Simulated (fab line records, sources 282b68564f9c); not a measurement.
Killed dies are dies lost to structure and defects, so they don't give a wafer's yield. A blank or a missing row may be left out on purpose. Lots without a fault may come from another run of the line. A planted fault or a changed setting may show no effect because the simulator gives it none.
Split-lot experiment | flow rit_cmos | 5 lots, 23 wafers read, on a route of 202 steps

THE SPLIT
At RIT_CONTACT_CVD_00 (deposits SiO2 from TEOS, target thk 400 nm, time 61 s), the setting time_s was moved away from the recipe's 61 s on 9 of the 23 wafers read, by -14.6% to +13.8%. The other wafers ran this setting at the recipe's value.

The file shows no step between the split and the reading.

THE READING
CONTACT_TEOS_THK, in nm, at RIT_CONTACT_THK_MEAS_01. Fault-free wafers of this fab line usually give 400 nm, standard deviation 6.2 nm.

wafer  | tool, chamber at the split | time_s as run, s | against the recipe | CONTACT_TEOS_THK, nm | against lot-mates on the recipe
L074.1 | pecvd-04, 2                | 52.12            | -14.6%             | 350                  | -49
L074.3 | pecvd-04, 1                | 61               | recipe             | 395                  | -
L074.4 | pecvd-04, 2                | 52.12            | -14.6%             | 350                  | -49
L074.5 | pecvd-04, 0                | 52.12            | -14.6%             | 347                  | -52
L074.6 | pecvd-04, 1                | 61               | recipe             | 403                  | -
L077.1 | pecvd-04, 0                | 61               | recipe             | 403                  | -
L077.2 | pecvd-04, 2                | 61               | recipe             | 408                  | -
L077.3 | pecvd-04, 1                | 69.42            | +13.8%             | 458                  | +50
L077.4 | pecvd-04, 1                | 69.42            | +13.8%             | 465                  | +57
L077.5 | pecvd-04, 0                | 61               | recipe             | 412                  | -
L078.2 | pecvd-03, 0                | 61               | recipe             | 399                  | -
L078.3 | pecvd-03, 1                | 61               | recipe             | 403                  | -
L078.6 | pecvd-03, 0                | 61               | recipe             | 407                  | -
L080.2 | pecvd-04, 0                | 61               | recipe             | 398                  | -
L080.3 | pecvd-04, 2                | 61               | recipe             | 405                  | -
L080.4 | pecvd-04, 1                | 54.42            | -10.8%             | 362                  | -42
L080.5 | pecvd-04, 0                | 54.42            | -10.8%             | 367                  | -37
L080.6 | pecvd-04, 2                | 61               | recipe             | 408                  | -
L084.2 | pecvd-03, 1                | 61               | recipe             | 396                  | -
L084.3 | pecvd-03, 0                | 55.76            | -8.6%              | 359                  | -39
L084.4 | pecvd-03, 0                | 61               | recipe             | 400                  | -
L084.5 | pecvd-03, 1                | 55.76            | -8.6%              | 365                  | -33
L084.6 | pecvd-03, 2                | 61               | recipe             | 397                  | -

THE FIT
A straight line over all 23 wafers: CONTACT_TEOS_THK changes by +3.95 nm for each +1% of time_s; r = +0.98; the points scatter about the line by 5.4 nm.
The same after taking each lot's own level away (the mean of its wafers on the recipe; 23 wafers): +3.69 nm for each +1%; r = +0.99; scatter 3.9 nm.
On that fit, the largest move of time_s shifts the reading by 54 nm.
The lots' own levels span 397.7 to 407.7 nm, that is 1.6 times the standard deviation above.
So the lot-to-lot level changes the slope little: the two slopes agree.
Check: with one of the wafers moved furthest among these (-14.6%) left out of the fit, the line predicts -54 nm for it against its lot-mates. It came out at -49 nm against them.

OTHER SPLITS ON THESE WAFERS
These wafers also went through other splits before the reading. Each is held against what the fit with the lots' levels taken away leaves over:
other split on the same wafers | wafers away from the commonest value | r with CONTACT_TEOS_THK (lot level and that fit taken away)
RIT_NSD_IMPLANT_08 energy_kev  | 5                                    | +0.18
RIT_SILICIDE_SPUTTER_01 time_s | 7                                    | -0.01

THE WHOLE CHAIN: every reading that the file lists as answering this split, in the file's order
step                    | what it does                                                                | reading                                                                        | change (the file's fit)              | r (the file's)
RIT_CONTACT_CVD_00      | deposits SiO2 from TEOS, target thk 400 nm, time 61 s                       | SiO2_of_CONTACT_CVD_00.thk_nm (the simulator's own value, which no gauge read) | +3.79 nm for each +1% of the setting | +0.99
RIT_CONTACT_THK_MEAS_01 |                                                                             | CONTACT_TEOS_THK                                                               | +3.73 for each +1% of the setting    | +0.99
RIT_CONTACT_ETCH_11     | etches SiO2 in CHF3/CF4/Ar, stops on TiSi2, target depth 480 nm, time 320 s | CONTACT.feature_depth_nm (the simulator's own value, which no gauge read)      | +3.73 nm for each +1% of the setting | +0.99
RIT_CONTACT_ETCH_11     | etches SiO2 in CHF3/CF4/Ar, stops on TiSi2, target depth 480 nm, time 320 s | etch.depth_nm (the simulator's own value, which no gauge read)                 | +3.79 nm for each +1% of the setting | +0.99

THE FILE'S OWN FIT
CONTACT_TEOS_THK changes by +3.73 nm for each +1% of time_s, r = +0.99.
